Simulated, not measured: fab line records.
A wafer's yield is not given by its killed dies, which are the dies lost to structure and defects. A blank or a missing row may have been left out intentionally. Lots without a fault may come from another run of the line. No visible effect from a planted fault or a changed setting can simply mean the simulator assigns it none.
fab line records + flow berkeley_cmos170
record:
- lots: 13
- wafers: 39
- last_day: 12
route steps=331 shown ACTIVE@75
lots untouched by any fault: they come from a run of this same line in which no faults occurred
start_h: hours from the record's first day to the start of the lot's first wafer shown + wait_h: hours elapsed since this lot's preceding step + " same as the row above + L1.1+2: a row that stands for several wafers + - no value present, or no start provided + * or withheld: withheld + < > ~ a bound
route shown NAME@n: names a module that has steps shown in the file, with the first one's number in the route + usual: mean/standard deviation taken from wafers without a fault + same: alike in all rows + chamber/n: place in a boat + sites: per-site readings + _std_site: how widely they spread, as a standard deviation + _edge_site: outer sites' mean less inner sites' + radius_mm: how far each site lies from the wafer's centre + mask NAME#n: copy n + behind: tool/chamber where the wafer was last shaped + hold: cause of the lot's hold/its duration in hours/its outcome + device: names the non-switching transistor (n, p or np) + end of line: the tests these same wafers got at the end of their route + a step given without rows: its recipe and nothing more + killed: the dies lost at the first sort to structure and to defects; this is not the yield of the wafer + map: a wafer's dies, x killed, . not, _ none there
set.NAME: the setting the step ran with; set.NAME@STEP: the setting that earlier step ran with + model.NAME: the simulator's own value behind a step, which no gauge read
steps of the route over a sample of lots; a table a step, a row a wafer
services: from which hour (start_h, from the record's first day; less than 0 if before it) a tool's chamber was out of use, for how many hours, and why
== steps ==
step: UCB170_ACTIVE_ETCH_15
recipe:
- chemistry: CH3F/Ar/O2
- target: Si3N4
- stop_on: SiO2
- CH3F_flow_sccm: 20
- Ar_flow_sccm: 50
- O2_flow_sccm: 7
- pressure_mtorr: 50
- rf_w: 450
- target_depth_a: 2420
- over_etch_frac: 0.1
- time_s: 151
usual:
- drypump_motor_current_A: 5.5/0.49
- oes_product_au: 0.933/0.016
- throttle_valve_pct: 8.10/0.1
| lot.wafer | tool        | chamber | start_h | wait_h | drypump_motor_current_A | oes_product_au | rf_hours_counter_h | throttle_valve_pct |
|-----------|-------------|---------|---------|--------|-------------------------|----------------|--------------------|--------------------|
| L680.2    | rie_diel-04 | 3       | 85.31   | 0.0    | 5.1                     | 0.946          | 153                | 8.07               |
| L680.3    | "           | 0       | "       | "      | 5.2                     | 0.917          | 10                 | 8.22               |
| L680.6    | "           | 0       | "       | "      | 5.2                     | 0.918          | -                  | 8.19               |
| L681.1    | rie_diel-02 | 3       | 85.42   | 0.0    | 5.5                     | 0.912          | 136                | 7.96               |
| L681.4    | "           | 1       | "       | "      | 5.4                     | 0.931          | 112                | 8.02               |
| L681.5    | "           | 1       | "       | "      | 5.4                     | 0.929          | -                  | 8.02               |
| L682.2    | rie_diel-04 | 2       | 94.68   | 0.0    | 6.6                     | 0.930          | 134                | 8.18               |
| L682.4    | "           | 0       | "       | "      | 5.2                     | 0.921          | 11                 | 8.18               |
| L682.5    | "           | 0       | "       | "      | 5.2                     | 0.914          | -                  | 8.20               |
| L684.3    | rie_diel-03 | 1       | 105.19  | 0.0    | 6.1                     | 0.938          | 133                | 8.15               |
| L684.4    | "           | 2       | "       | "      | 5.3                     | 0.927          | 60                 | 8.24               |
| L684.5    | "           | 0       | "       | "      | 5.4                     | 0.939          | -                  | 7.92               |
| L687.3    | rie_diel-04 | 1       | 117.99  | 0.0    | 5.3                     | 0.852          | 118                | 8.12               |
| L687.4    | "           | 0       | "       | "      | 5.2                     | 0.851          | 12                 | 8.20               |
| L687.6    | "           | 2       | "       | "      | 6.6                     | 0.879          | -                  | 8.19               |
| L691.2    | rie_diel-04 | 0       | 141.51  | 0.0    | 5.2                     | 0.852          | 13                 | 8.17               |
| L691.3    | "           | 3       | "       | "      | 5.1                     | 0.874          | 155                | 8.07               |
| L691.5    | "           | 0       | "       | "      | 5.2                     | 0.848          | -                  | 8.20               |
| L695.1    | rie_diel-03 | 1       | 155.88  | 0.0    | 6.2                     | 0.944          | 135                | 8.15               |
| L695.2    | "           | 2       | "       | "      | 5.4                     | 0.932          | 61                 | 8.24               |
| L695.3    | "           | 0       | "       | "      | 5.5                     | 0.933          | 124                | 7.92               |
| L698.4    | rie_diel-03 | 2       | 176.46  | 0.1    | 5.4                     | 0.930          | -                  | 8.23               |
| L698.5    | "           | 0       | "       | "      | 5.5                     | 0.947          | -                  | 7.92               |
| L698.6    | "           | 3       | "       | "      | 5.0                     | 0.961          | -                  | 8.11               |
| L697.1    | rie_diel-02 | 2       | 176.93  | 0.0    | 6.0                     | 0.923          | 125                | 8.08               |
| L697.4    | "           | 1       | "       | "      | 5.4                     | 0.932          | 117                | 8.03               |
| L697.5    | "           | 2       | "       | "      | 5.9                     | 0.928          | -                  | 8.07               |
| L699.1    | rie_diel-03 | 0       | 177.26  | 0.0    | 5.4                     | 0.941          | 125                | 7.91               |
| L699.2    | "           | 3       | "       | "      | 5.0                     | 0.964          | 16                 | 8.12               |
| L699.6    | "           | 0       | "       | "      | 5.4                     | 0.934          | -                  | 7.91               |
| L700.2    | rie_diel-03 | 0       | 191.42  | 0.0    | 5.4                     | 0.932          | 126                | 7.91               |
| L700.3    | "           | 2       | "       | "      | 5.4                     | 0.928          | 63                 | 8.24               |
| L700.5    | "           | 0       | "       | "      | 5.4                     | 0.925          | -                  | 7.93               |
| L701.1    | rie_diel-02 | 1       | 191.81  | 0.0    | 5.4                     | 0.936          | 117                | 8.03               |
| L701.3    | "           | 0       | "       | "      | 5.0                     | 0.944          | 86                 | 7.91               |
| L701.5    | "           | 1       | "       | "      | 5.4                     | 0.933          | -                  | 8.03               |
| L703.2    | rie_diel-03 | 2       | 197.86  | 0.0    | 5.4                     | 0.934          | 63                 | 8.24               |
| L703.3    | "           | 3       | "       | "      | 5.1                     | 0.970          | 17                 | 8.12               |
| L703.6    | "           | 2       | "       | "      | 5.4                     | 0.936          | -                  | 8.24               |
step: UCB170_ACTIVE_STRIP_16
recipe:
- chemistry: O2
- power_w: 400
- pressure_mtorr: 3500
- platen_temp_c: withheld
- o2_flow_sccm: 400
- overash_fraction: 0.5
usual:
- drypump_motor_current_A: 5.8/0.38
- oes_product_au: 0.721/0.0048
- strip_time_to_endpoint_s: 18.06/0.079
| lot.wafer | tool            | chamber | start_h | wait_h | drypump_motor_current_A | oes_product_au | rf_hours_counter_h | strip_time_to_endpoint_s |
|-----------|-----------------|---------|---------|--------|-------------------------|----------------|--------------------|--------------------------|
| L680.2    | plasma_asher-01 | 1       | 85.41   | 0.1    | 6.2                     | 0.721          | 37                 | 18.12                    |
| L680.3    | "               | 1       | "       | "      | 6.3                     | 0.732          | -                  | 18.18                    |
| L680.6    | "               | 0       | "       | "      | 5.1                     | 0.721          | -                  | 18.17                    |
| L681.1    | plasma_asher-02 | 1       | 85.52   | 0.1    | 5.9                     | 0.715          | 38                 | 18.03                    |
| L681.4    | "               | 0       | "       | "      | 5.7                     | 0.712          | -                  | 17.98                    |
| L681.5    | "               | 1       | "       | "      | 5.9                     | 0.716          | -                  | 18.00                    |
| L682.2    | plasma_asher-03 | 0       | 94.78   | 0.1    | 5.7                     | 0.726          | 35                 | 18.20                    |
| L682.4    | "               | 0       | "       | "      | 5.7                     | 0.708          | -                  | 18.10                    |
| L682.5    | "               | 0       | "       | "      | 5.7                     | 0.726          | -                  | 18.18                    |
| L684.3    | plasma_asher-02 | 1       | 105.32  | 0.1    | 5.9                     | 0.726          | -                  | 18.05                    |
| L684.4    | "               | 0       | "       | "      | 5.7                     | 0.719          | -                  | 18.05                    |
| L684.5    | "               | 1       | "       | "      | 5.9                     | 0.718          | -                  | 18.02                    |
| L687.3    | plasma_asher-01 | 1       | 118.12  | 0.1    | 6.2                     | 0.725          | -                  | 17.51                    |
| L687.4    | "               | 0       | "       | "      | 5.1                     | 0.711          | -                  | 17.50                    |
| L687.6    | "               | 1       | "       | "      | 6.3                     | 0.724          | -                  | 17.57                    |
| L691.2    | plasma_asher-03 | 1       | 141.61  | 0.1    | 6.0                     | 0.718          | 40                 | 17.52                    |
| L691.3    | "               | 1       | "       | "      | 6.0                     | 0.721          | -                  | 17.63                    |
| L691.5    | "               | 0       | "       | "      | 5.7                     | 0.720          | -                  | 17.59                    |
| L695.1    | plasma_asher-03 | 1       | 155.98  | 0.1    | 5.9                     | 0.718          | 42                 | 17.98                    |
| L695.2    | "               | 0       | "       | "      | 5.8                     | 0.722          | 42                 | 18.08                    |
| L695.3    | "               | 0       | "       | "      | 5.7                     | 0.719          | -                  | 18.12                    |
| L698.4    | plasma_asher-03 | 0       | 176.55  | 0.0    | 5.7                     | 0.720          | -                  | 18.02                    |
| L698.5    | "               | 0       | "       | "      | 5.8                     | 0.715          | -                  | 17.96                    |
| L698.6    | "               | 1       | "       | "      | 6.0                     | 0.728          | -                  | 17.92                    |
| L697.1    | plasma_asher-01 | 0       | 177.03  | 0.1    | 5.1                     | 0.727          | 6                  | 18.04                    |
| L697.4    | "               | 1       | "       | "      | 6.3                     | 0.722          | -                  | 18.08                    |
| L697.5    | "               | 0       | "       | "      | 5.1                     | 0.721          | -                  | 18.06                    |
| L699.1    | plasma_asher-03 | 1       | 177.36  | 0.1    | 6.0                     | 0.721          | 44                 | 18.11                    |
| L699.2    | "               | 0       | "       | "      | 5.7                     | 0.723          | 44                 | 18.10                    |
| L699.6    | "               | 0       | "       | "      | 5.7                     | 0.724          | -                  | 18.07                    |
| L700.2    | plasma_asher-01 | 1       | 191.52  | 0.1    | 6.3                     | 0.721          | 8                  | 18.07                    |
| L700.3    | "               | 0       | "       | "      | 5.1                     | 0.719          | -                  | 18.05                    |
| L700.5    | "               | 1       | "       | "      | 6.3                     | 0.716          | -                  | 18.06                    |
| L701.1    | plasma_asher-01 | 0       | 191.91  | 0.1    | 5.1                     | 0.726          | 8                  | 18.04                    |
| L701.3    | "               | 1       | "       | "      | 6.2                     | 0.723          | -                  | 18.10                    |
| L701.5    | "               | 0       | "       | "      | 5.1                     | 0.715          | -                  | 18.04                    |
| L703.2    | plasma_asher-02 | 1       | 197.96  | 0.1    | 5.9                     | 0.725          | 51                 | 18.15                    |
| L703.3    | "               | 0       | "       | "      | 5.7                     | 0.729          | -                  | 18.08                    |
| L703.6    | "               | 1       | "       | "      | 5.9                     | 0.718          | -                  | 18.11                    |
== services ==
| tool            | chamber | start_h | hours | kind           |
|-----------------|---------|---------|-------|----------------|
| rie_diel-03     | 2       | 64.03   | 10.9  | repair         |
| plasma_asher-02 | -       | 71.74   | 2.8   | repair         |
| rie_diel-04     | 3       | 79.28   | 3.6   | repair         |
| plasma_asher-01 | -       | 108.75  | 9.0   | pm             |
| plasma_asher-01 | 0       | 108.75  | 9.0   | vent_cycle     |
| plasma_asher-01 | 1       | 108.75  | 9.0   | vent_cycle     |
| rie_diel-04     | 1       | 109.61  | 7.7   | repair         |
| plasma_asher-01 | 0       | 117.75  | -     | clean          |
| plasma_asher-01 | 1       | 117.75  | -     | clean          |
| rie_diel-04     | 2       | 119.52  | 2.9   | repair         |
| plasma_asher-01 | -       | 129.42  | 0.8   | repair         |
| rie_diel-03     | -       | 138.94  | 2.6   | repair         |
| rie_diel-02     | 2       | 142.52  | 12.7  | repair         |
| rie_diel-04     | 3       | 143.31  | -     | clean          |
| rie_diel-04     | 3       | 143.31  | 18.6  | scheduled_down |
| rie_diel-04     | 3       | 143.31  | 18.6  | vent_cycle     |
| rie_diel-03     | 1       | 176.01  | 3.8   | repair         |
| rie_diel-02     | 3       | 188.18  | 9.8   | repair         |
| rie_diel-03     | 1       | 188.50  | 4.7   | repair         |
| plasma_asher-03 | -       | 189.73  | 14.6  | pm             |
== key ==
first_sign:
- step: UCB170_ACTIVE_ETCH_15
- reading: oes_product_au
- direction: down
- sigmas: 4.6
- usual: 0.933
- struck: 0.859
effect:
- step: UCB170_ACTIVE_STRIP_16
- reading: strip_time_to_endpoint_s
- direction: down
- sigmas: 6.4
- usual: *
- struck: *
met_at UCB170_ACTIVE_ETCH_15
struck_lots L687,L691
tester_left_out L687,L691
onset_between 94.68 117.99
fault:
- kind: process_parameter_drift
- tool: rie_diel-04
- chamber: -
- onset_h: 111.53
- steps: UCB170_ACTIVE_ETCH_15
- channel: target_depth_a
- offset: *
- shape: step
- end_h: 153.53
- acts_in: *
- stated: *
tester_left_out: of these lots the tester's yield and bins aren't shown, on N5 and GAA mostly nor the transistor test; their killed dies are dies lost to structure and defects alone, not to doping, threshold or leakage, so they don't give the yield
